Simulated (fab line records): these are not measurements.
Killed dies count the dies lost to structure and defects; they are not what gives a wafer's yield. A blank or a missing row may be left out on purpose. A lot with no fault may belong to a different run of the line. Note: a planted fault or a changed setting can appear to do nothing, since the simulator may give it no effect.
Struck lot and sound lot, side by side || flow berkeley_cmos170 || 14 out of 331 route steps
Sound: these wafers, L519.3, L519.4, L519.5. Struck: wafers L528.1, L528.3, L528.5. The cause comes at the end.
Order at every step that has rows: each side's tool, ch and its chambers, its first start. Under that, the readings that differ: sound wafers || struck wafers || difference of the means || sigmas: that difference in standard deviations of wafers without a fault.
alike: same words and numbers on both sides, and readings whose means sit less than 2 such deviations apart. not compared: any withheld reading, any reading some wafer has no value for, any bound like >300 that may hide the same value, and any number with overlapping values for which the record gives no deviation.
A row with sigmas, a row that says differs or no value, or rows on one side alone: a step with any of these is where the two part. Non-overlapping numbers with no deviation appear without sigmas and do not part them. A reading that every wafer of one side lacks parts them only if that side has two wafers or more.

UCB170_CONTACT_ETCH_17: etches BARC in N2/H2.
  sound on rie_diel-02 ch 1,2, day 9 10:28; struck on rie_diel-02 ch 0,3, day 11 00:42
{"reading": "bias_w (W)", "sound": "97.24 97.46 97.23", "struck": "98.14 97.49 98.30", "difference": "+0.67", "sigmas": "+2"}
  alike: drypump_motor_current_A, oes_product_au, throttle_valve_pct
UCB170_CONTACT_ETCH_18: etches PSG in CHF3/CF4/Ar, stops on TiSi2, target depth 840 nm, time 195 s.
  sound: rie_diel-02 ch 1,2; struck: rie_diel-02 ch 0,3
  alike: drypump_motor_current_A, oes_product_au, throttle_valve_pct
  not compared: rf_hours_counter_h
UCB170_CONTACT_STRIP_19: strips in O2.
  sound on plasma_asher-03 ch 0,1, day 9 10:40; struck on plasma_asher-03 ch 0,1, day 11 00:52
  alike: drypump_motor_current_A, o2_flow_sccm, oes_product_au
  not compared: rf_hours_counter_h
UCB170_CONTACT_CD_MEAS_90 targets a cd of 700 nm.
  sound on cd_sem-02, day 9 10:47; struck on cd_sem-01, day 11 01:04
  alike: cd_nm
then, 1 step without rows for these wafers: UCB170_CONTACT_CLEAN_20 (cleans in SPM, time 600 s).
UCB170_M1_SPUTTER_00: material Al, target thk 600 nm, time 80 s.
  sound on pvd_sputter-04, day 9 11:02; struck on pvd_sputter-02, day 11 02:11
  alike: throttle_valve_pct
UCB170_M1_RS_MEAS_01: measurement is done with a four-point probe.
  sound on film_metro-04, day 9 11:08; struck on film_metro-04, day 11 02:22
  alike: M1_AL_RS
UCB170_M1_THK_MEAS_02: measures by xrf.
  sound on film_metro-04, day 9 11:14; struck on film_metro-04, day 11 02:29
  alike: M1_AL_THK
then, 4 steps without rows for these wafers: UCB170_M1_COAT_03; UCB170_M1_COAT_04 (resist thk 900 nm); UCB170_M1_SOFTBAKE_05 (time 60 s); UCB170_M1_EXPOSE_06 (exposes mask METAL1, target cd 700 nm).
UCB170_M1_PEB_07:
  sound on litho_track-03 ch 0, day 9 12:55; struck on litho_track-01, day 11 03:32
  no value came back on the struck wafers for chill_plate_temp_C (C), exhaust_pa (Pa); on the sound wafers chill_plate_temp_C (C) reads 22.85 22.91 22.91
then, 1 step without rows for these wafers: UCB170_M1_DEVELOP_08 (develop time 45 s).

## WHERE THEY PART
At UCB170_CONTACT_ETCH_17 first; at UCB170_M1_PEB_07 last (within this record only).

WHY: whatever the simulator had introduced
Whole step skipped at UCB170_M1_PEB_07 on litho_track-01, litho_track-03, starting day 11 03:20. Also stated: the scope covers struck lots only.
